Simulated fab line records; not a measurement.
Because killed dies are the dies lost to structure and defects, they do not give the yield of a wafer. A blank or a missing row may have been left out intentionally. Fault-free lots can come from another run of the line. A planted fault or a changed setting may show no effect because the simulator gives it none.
Which tool was responsible?	flow berkeley_cmos170	7 lots with 21 wafers sampled at 2 steps, on a route of 331 steps

WHAT THE GAUGES SHOWED, per wafer
UCB170_NLDD_TW_MEAS_11.
lot	measured	on	NLDD_TW
L350	day 6 05:59	film_metro-01	2238 2244 2248
L354	day 7 03:28	film_metro-01	2242 2245 2226
L356	day 7 04:38	film_metro-04	2183 2181 2180
L361	day 8 11:38	film_metro-04	2197 2173 2202
L364	day 9 13:11	film_metro-01	2366 2361 2363
L368	day 10 02:01	film_metro-03	2341 2330 2336
L370	day 10 10:41	film_metro-03	2225 2224 2225

WHAT TOOL EACH LOT RAN ON (gives the tool, then ch and the chambers of the sampled wafers, and finally the start)
lot	UCB170_NLDD_IMPLANT_09
L350	implanter-04 ch 0, day 6 05:45
L354	implanter-04 ch 0, day 7 03:13
L356	implanter-02 ch 0, day 7 04:01
L361	implanter-04 ch 0, day 8 11:23
L364	implanter-04 ch 0, day 9 12:56
L368	implanter-04 ch 0, day 10 01:46
L370	implanter-03 ch 0, day 10 10:28
- UCB170_NLDD_IMPLANT_09

THE ANSWER, worked out from the rows above alone
Rule: usual is defined by the lots themselves. The widest of any qualifying gaps counts: lots, ordered by their means at a reading, are off when they make up no more than a third of the lots, leave a main group of 4 or more, and stand apart from it by 3 or more times the standard deviation of that group's means. Not used: any main group whose means are identical at the precision the tables above print for the reading. Also off: a lot with no number at a reading for which 4 or more lots have one. Any other lot the step has rows for is counted as sound.
Off: at UCB170_NLDD_TW_MEAS_11 (NLDD_TW), L364, L368. Main group: mean 2216, sd 25.
A tool fits if, at a process step before that reading, it ran every lot that is off, and no sound lot after the first of them. The gauges at UCB170_NLDD_TW_MEAS_11 are tried like those tools. One candidate fits, namely implanter-04 at UCB170_NLDD_IMPLANT_09. A fault onset in the window from L361 (day 8 11:23, its last sound lot) to L364 (day 9 12:56, its first lot off) fits.

WHAT HAD BEEN PUT IN BY THE SIMULATOR
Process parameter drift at UCB170_NLDD_IMPLANT_09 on implanter-04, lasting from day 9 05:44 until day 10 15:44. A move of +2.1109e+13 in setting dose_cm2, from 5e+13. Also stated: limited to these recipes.
Struck lots among those shown: L364, L368. The rule above reached the same finding.
